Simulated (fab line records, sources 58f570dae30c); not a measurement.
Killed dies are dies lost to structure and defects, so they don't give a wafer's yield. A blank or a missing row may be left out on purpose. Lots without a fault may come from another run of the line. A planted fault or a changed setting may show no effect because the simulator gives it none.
Which tool did it? | flow berkeley_cmos170 | 12 lots, 36 wafers sampled, at 1 step of a route of 331

WHAT THE GAUGES READ, wafer by wafer
The record holds no reading of a measuring or inspecting step that can be judged against a usual standard deviation.

WHICH TOOL RAN EACH LOT (tool, then ch and the chambers of the sampled wafers, then the start)
lot  | UCB170_CONTACT_ETCH_18
L964 | rie_diel-02 ch 1,2,3, day 8 02:00
L963 | rie_diel-01 ch 0,2,3, day 8 02:00
L966 | rie_diel-04 ch 0,2,3, day 8 02:00
L976 | rie_diel-04 ch 0,2,3, day 10 11:00
L974 | rie_diel-02 ch 0,1,2, day 10 11:00
L978 | rie_diel-01 ch 0,2, day 10 13:00
L975 | rie_diel-02 ch 0,2,3, day 10 14:00
L979 | rie_diel-01 ch 1,2, day 10 19:00
L980 | rie_diel-01 ch 0,1, day 11 11:00
L984 | rie_diel-01 ch 1,2, day 12 00:00
L986 | rie_diel-04 ch 0,2,3, day 12 12:00
L985 | rie_diel-01 ch 1,2,3, day 12 13:00
- UCB170_CONTACT_ETCH_18: etches PSG in CHF3/CF4/Ar, stops on TiSi2, target depth 840 nm, time 195 s.

WHAT THE TOOLS THEMSELVES READ (means of the sampled wafers that have a number; where no wafer has one, the mark that the record gives instead)
UCB170_CONTACT_ETCH_18.
lot  | tool        | drypump_motor_current_A (A) | oes_product_au (a.u.) | run_length_s (s) | throttle_valve_pct (%)
L964 | rie_diel-02 | 5.9                         | 0.891                 | 223.5            | 6.91
L963 | rie_diel-01 | 5.6                         | 0.899                 | 223.2            | 7.04
L966 | rie_diel-04 | 5.8                         | 0.881                 | 223.4            | 6.90
L976 | rie_diel-04 | 5.8                         | 0.893                 | 223.0            | 6.89
L974 | rie_diel-02 | 5.5                         | 0.937                 | 214.5            | 6.94
L978 | rie_diel-01 | 5.5                         | 0.913                 | 223.4            | 7.02
L975 | rie_diel-02 | 5.6                         | 0.941                 | 214.3            | 6.90
L979 | rie_diel-01 | 5.4                         | 0.912                 | 223.3            | 6.95
L980 | rie_diel-01 | 5.2                         | 0.901                 | 223.2            | 6.91
L984 | rie_diel-01 | 5.4                         | 0.921                 | 223.6            | 6.95
L986 | rie_diel-04 | 5.8                         | 0.892                 | 223.4            | 6.88
L985 | rie_diel-01 | 5.6                         | 0.893                 | 223.4            | 6.95

THE ANSWER, worked out from the rows above alone
Rule: what is usual is taken from the lots themselves. Put in order of their means at a reading, lots are off if they are a third of the lots or fewer, leave a main group of 4 or more, and stand apart from it by a gap of 3 or more times the standard deviation of the main group's means; of several such gaps the widest counts. A main group whose means are all the same, to the digits that the tables above print for the reading, isn't used. A lot without any number at a reading at which 4 lots or more have one is off too. The other lots that the step has rows for count as sound. The gauges are gone through in route order, then the tools' own readings, and for those a lot's mean is taken as printed above. The first step at which some lot is off is used, and at that step the reading that is off furthest; a lot without a number counts as furthest.
Off: L974, L975, at UCB170_CONTACT_ETCH_18 (run_length_s). The main group: mean 223.3 s, standard deviation 0.16.
A tool fits if, at that step or a process step before it, it ran every lot that is off, and no sound lot after the first of them. One fits: rie_diel-02 at UCB170_CONTACT_ETCH_18. Its last sound lot is L964 (day 8 02:00), its first lot that is off L974 (day 10 11:00): a fault that began between those two fits.
The tool's own readings at UCB170_CONTACT_ETCH_18 bear it out: on the lots that are off they differ by more than 5 times the standard deviation of the sound lots' means. run_length_s reads 214.4 s there against 223.3 s on the sound lots.

WHAT THE SIMULATOR HAD PUT IN
Process parameter drift: rie_diel-02, from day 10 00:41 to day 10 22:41, at UCB170_CONTACT_ETCH_18. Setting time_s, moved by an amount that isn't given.
Lots struck among those shown: L974, L975. The rule above found the same.
